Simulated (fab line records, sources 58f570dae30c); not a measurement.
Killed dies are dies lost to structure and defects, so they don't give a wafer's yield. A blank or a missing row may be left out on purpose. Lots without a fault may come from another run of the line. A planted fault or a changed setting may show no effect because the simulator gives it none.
fab line records | flow berkeley_cmos170
record lots=7 wafers=21 last_day=13
route steps=331 shown ZERO@12 NWELL@14
lots that met no fault: from a run of the same line without faults
start_h: hours from the record's first day to the start of the lot's first wafer shown | wait_h: hours since the lot's step before | " the same as in the row above | L1.1+2: a row that stands for several wafers | - no value, or no start given | * or withheld: withheld | < > ~ a bound
route shown NAME@n: a module of which the file shows steps, and the number in the route of the first | usual: mean/standard deviation of fault-free wafers | same: alike in all rows | chamber/n: place in a boat | sites: the reading at each site | _std_site: their standard deviation | _edge_site: outer sites' mean less inner sites' | radius_mm: how far each site lies from the wafer's centre | mask NAME#n: copy n | behind: the tool/chamber that last shaped the wafer | hold: why the lot was held/for how many hours/how that ended | device: the transistor (n, p or np) that didn't switch | end of line: the same wafers' tests at the end of the route | a step without rows: its recipe alone | killed: dies lost to structure and defects at the first sort, not the wafer's yield | map: a wafer's dies, x killed, . not, _ none there
set.NAME: the setting as run; set.NAME@STEP: as run at that earlier step | model.NAME: the simulator's own value behind a step, which no gauge read
lots at some steps of the route; a table a step, a row a wafer
services: from which hour (start_h, from the record's first day; less than 0 if before it) a tool's chamber was out of use, for how many hours, and why
## steps
# step UCB170_ZERO_ETCH_06
# recipe chemistry=CHF3/CF4/Ar target=SiO2 time_s=12 pressure_mtorr=100 rf_w=500 CHF3_flow_sccm=50 cf4_flow_sccm=10 Ar_flow_sccm=120 over_etch_frac=1.58
# usual drypump_motor_current_A=5.7/0.4 mfc_ar_sccm=120.0/0.37 oes_product_au=0.619/0.012 throttle_valve_pct=9.25/0.1
# columns lot.wafer tool chamber start_h wait_h drypump_motor_current_A mfc_ar_sccm oes_product_au rf_hours_counter_h throttle_valve_pct
L657.1 rie_diel-04 2 30.09 - 6.1 120.2 0.620 150 9.30
L657.2 " 1 " " 5.9 120.0 0.625 57 9.24
L657.4 " 3 " " 5.3 120.1 0.618 2 9.25
L662.1 rie_diel-02 0 51.83 - 6.3 119.9 0.599 102 9.58
L662.2 " 1 " " 6.5 119.7 0.614 9 9.23
L662.6 " 2 " " 5.7 119.9 0.618 - 9.37
L667.1 rie_diel-02 3 77.27 - 5.7 119.6 0.612 91 9.26
L667.5 " 2 " " 5.7 119.8 0.613 - 9.38
L667.6 " 3 " " 5.7 120.2 0.604 - 9.25
L669.1 rie_diel-02 1 86.85 - 6.5 120.6 0.609 11 9.23
L669.2 " 2 " " 5.7 120.1 0.619 80 9.35
L669.4 " 0 " " 6.3 120.2 0.603 104 9.57
L670.2 rie_diel-04 2 86.97 - 6.1 120.0 0.627 152 9.30
L670.5 " 2 " " 6.1 120.2 0.629 - 9.30
L670.6 " 3 " " 5.3 120.5 0.618 - 9.26
L672.3 rie_diel-03 0 99.07 - 5.6 119.9 0.591 80 9.21
L672.4 " 2 " " 5.5 119.5 0.638 3 9.29
L672.6 " 0 " " 5.6 120.1 0.598 - 9.22
L679.3 rie_diel-03 2 139.30 - 5.5 120.0 0.636 5 9.30
L679.5 " 0 " " 5.6 120.6 0.606 - 9.20
L679.6 " 3 " " 5.9 119.2 0.631 - 9.05
# step UCB170_ZERO_STRIP_07
# recipe chemistry=O2 power_w=400 pressure_mtorr=3500 platen_temp_c=withheld o2_flow_sccm=400 overash_fraction=0.5
# usual drypump_motor_current_A=5.9/0.42 oes_product_au=0.728/0.0042 strip_time_to_endpoint_s=21.22/0.059
# columns lot.wafer tool chamber start_h wait_h drypump_motor_current_A oes_product_au rf_hours_counter_h strip_time_to_endpoint_s
L657.1 plasma_asher-02 0 30.12 0.0 5.6 0.725 21 21.20
L657.2 " 1 " " 6.6 0.730 21 21.15
L657.4 " 1 " " 6.6 0.729 - 21.17
L662.1 plasma_asher-02 1 51.86 0.0 6.7 0.727 23 21.18
L662.2 " 0 " " 5.6 0.729 23 21.18
L662.6 " 1 " " 6.6 0.732 - 21.25
L667.1 plasma_asher-04 1 77.29 0.0 5.3 0.725 35 21.23
L667.5 " 0 " " 6.1 0.729 - 21.27
L667.6 " 1 " " 5.3 0.727 - 21.27
L669.1 plasma_asher-03 0 86.87 0.0 6.0 0.736 32 21.24
L669.2 " 1 " " 5.7 0.727 32 21.16
L669.4 " 0 " " 6.0 0.730 - 21.13
L670.2 plasma_asher-02 0 86.99 0.0 5.6 0.722 28 21.30
L670.5 " 1 " " 6.6 0.724 - 21.29
L670.6 " 0 " " 5.6 0.726 - 21.23
L672.3 plasma_asher-03 0 99.13 0.0 6.0 0.726 - 21.20
L672.4 " 1 " " 5.8 0.733 - 21.22
L672.6 " 1 " " 5.7 0.728 - 21.18
L679.3 plasma_asher-03 1 139.35 0.0 5.8 0.735 - 21.10
L679.5 " 1 " " 5.7 0.720 - 21.14
L679.6 " 0 " " 5.9 0.732 - 21.17
# step UCB170_NWELL_WET_ETCH_00
# recipe chemistry=dHF dilution=25:1 target=SiO2 temp_c=25 time_s=200
# step UCB170_NWELL_OXIDATION_01
# recipe temp_c=1000 ambient=O2 target_thk_a=264 ox_time_s=1260
# step UCB170_NWELL_THK_MEAS_02
# recipe reads=SiO2_of_NWELL_OXIDATION_01
# usual NWELL_OXIDE_THK=26.6/0.36
# columns lot.wafer tool chamber start_h wait_h NWELL_OXIDE_THK[nm]
L657.1 film_metro-02 - 35.97 0.0 25.9
L657.2 " - " " 25.9
L657.4 " - " " 26.4
L662.1 film_metro-01 - 56.43 0.0 27.0
L662.2 " - " " 27.2
L662.6 " - " " 26.8
L667.1 film_metro-02 - 82.03 0.0 26.7
L667.5 " - " " 27.2
L667.6 " - " " 26.7
L669.1 film_metro-04 - 93.21 0.0 26.4
L669.2 " - " " 26.8
L669.4 " - " " 26.7
L670.2 film_metro-01 - 93.22 0.0 26.6
L670.5 " - " " 27.1
L670.6 " - " " 26.5
L672.3 film_metro-04 - 105.41 0.0 26.8
L672.4 " - " " 26.6
L672.6 " - " " 27.0
L679.3 film_metro-01 - 146.09 0.0 26.4
L679.5 " - " " 26.7
L679.6 " - " " 26.7
# step UCB170_NWELL_ANNEAL_03
# recipe temp_c=1000 time_s=900 ambient=N2
# step UCB170_NWELL_CVD_04
# recipe material=Si3N4 target_thk_nm=224 temp_c=800 precursor=SiH2Cl2/NH3 time_s=3360 pressure_mtorr=200 sih2cl2_flow_sccm=25 nh3_flow_sccm=75
# step UCB170_NWELL_THK_MEAS_05
# recipe reads=Si3N4_of_NWELL_CVD_04
# usual NWELL_NITRIDE_THK=223.7/2.2
# columns lot.wafer tool chamber start_h wait_h NWELL_NITRIDE_THK[nm]
L657.1 film_metro-01 - 44.74 0.0 222.9
L657.2 " - " " 223.5
L657.4 " - " " 222.2
L662.1 film_metro-01 - 63.52 0.0 225.8
L662.2 " - " " 224.5
L662.6 " - " " 223.5
L667.1 film_metro-04 - 87.97 0.0 225.1
L667.5 " - " " 223.5
L667.6 " - " " 225.4
L670.2 film_metro-02 - 102.26 0.0 221.8
L670.5 " - " " 222.1
L670.6 " - " " 224.5
L669.1 film_metro-01 - 102.29 0.0 220.0
L669.2 " - " " 220.6
L669.4 " - " " 220.3
L672.3 film_metro-02 - 116.71 0.0 224.4
L672.4 " - " " 223.8
L672.6 " - " " 223.4
L679.3 film_metro-01 - 153.16 0.0 225.0
L679.5 " - " " 225.5
L679.6 " - " " 223.7
# step UCB170_NWELL_HMDS_06
# recipe prime_time_s=60 prime_temp_c=100
# step UCB170_NWELL_COAT_07
# recipe resist=KrF spin_rpm=1500 resist_thk_nm=912.1
# step UCB170_NWELL_SOFTBAKE_08
# recipe resist=KrF temp_c=130 time_s=60
# step UCB170_NWELL_EXPOSE_09
# recipe mask_id=NWELL target_cd_nm=3000 na=0.5 sigma_outer=0.6 source_shape=conventional dose_mj=25
# step UCB170_NWELL_PEB_10
# recipe peb_temp_c=130 peb_time_s=withheld resist=KrF
# usual chill_plate_temp_C=23.00/0.11 exhaust_pa=45.1/0.96
# columns lot.wafer tool chamber start_h wait_h chill_plate_temp_C exhaust_pa
L657.1 litho_track-01 0 45.95 0.3 23.01 44.7
L657.2 " 0 " " 22.94 43.2
L657.4 " 0 " " 23.00 44.0
L662.1 litho_track-01 0 64.64 0.5 23.13 44.9
L662.2 " 0 " " 22.95 44.8
L662.6 " 0 " " 23.06 45.5
L667.1 litho_track-01 - 88.80 0.1 - -
L667.5 " - " " - -
L667.6 " - " " - -
L670.2 litho_track-02 - 103.42 0.1 - -
L670.5 " - " " - -
L670.6 " - " " - -
L669.1 litho_track-01 - 103.80 0.3 - -
L669.2 " - " " - -
L669.4 " - " " - -
L672.3 litho_track-03 0 117.81 0.5 22.97 47.0
L672.4 " 0 " " 23.12 45.0
L672.6 " 0 " " 23.07 46.6
L679.3 litho_track-02 0 154.13 0.2 23.01 46.3
L679.5 " 0 " " 22.97 45.8
L679.6 " 0 " " 23.10 45.3
# step UCB170_NWELL_DEVELOP_11
# recipe developer=TMAH develop_time_s=45 resist=KrF dev_temp_c=21
## services
# columns tool chamber start_h hours kind
plasma_asher-02 - 10.70 7.0 pm
rie_diel-03 2 28.82 - clean
rie_diel-03 2 28.82 22.6 scheduled_down
rie_diel-03 2 28.82 22.6 vent_cycle
plasma_asher-03 - 62.29 10.2 repair
rie_diel-03 - 63.00 2.8 pm
plasma_asher-04 - 87.58 1.3 repair
rie_diel-03 - 94.77 1.0 repair
plasma_asher-03 - 108.75 9.0 pm
plasma_asher-03 0 108.75 9.0 vent_cycle
plasma_asher-03 1 108.75 9.0 vent_cycle
rie_diel-02 - 110.20 4.0 pm
plasma_asher-03 0 117.75 - clean
plasma_asher-03 1 117.75 - clean
rie_diel-04 - 126.37 0.8 repair
rie_diel-04 1 129.71 5.1 repair
rie_diel-04 2 136.62 - clean
rie_diel-04 2 136.62 21.6 scheduled_down
rie_diel-04 2 136.62 21.6 vent_cycle
plasma_asher-03 - 140.71 2.9 repair
## key
first_sign step=UCB170_NWELL_PEB_10 reading=tool_record direction=missing
effect none on later readings
met_at UCB170_NWELL_PEB_10
struck_wafers L667.1,L667.5,L667.6,L669.1,L669.2,L669.4,L670.2,L670.5,L670.6
later_rows_left_out L667.1,L667.5,L667.6,L669.1,L669.2,L669.4,L670.2,L670.5,L670.6
sort_left_out L667.1,L667.5,L667.6,L669.1,L669.2,L669.4,L670.2,L670.5,L670.6
tester_left_out L667,L669,L670
onset_between 64.64 88.80
fault kind=skipped_step_whole tool=litho_track-01,litho_track-02 chamber=- onset_h=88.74 steps=UCB170_NWELL_PEB_10 scope=struck_lots_only
# tester_left_out: of these lots the tester's yield and bins aren't shown, on N5 and GAA mostly nor the transistor test; their killed dies are dies lost to structure and defects alone, not to doping, threshold or leakage, so they don't give the yield
# sort_left_out: the simulated sort isn't trusted on such a fault, so these wafers' sort isn't shown, and their yield isn't known
# later_rows_left_out: the simulator's readings of these wafers behind a module that went badly wrong aren't trusted and aren't shown, but for the sort
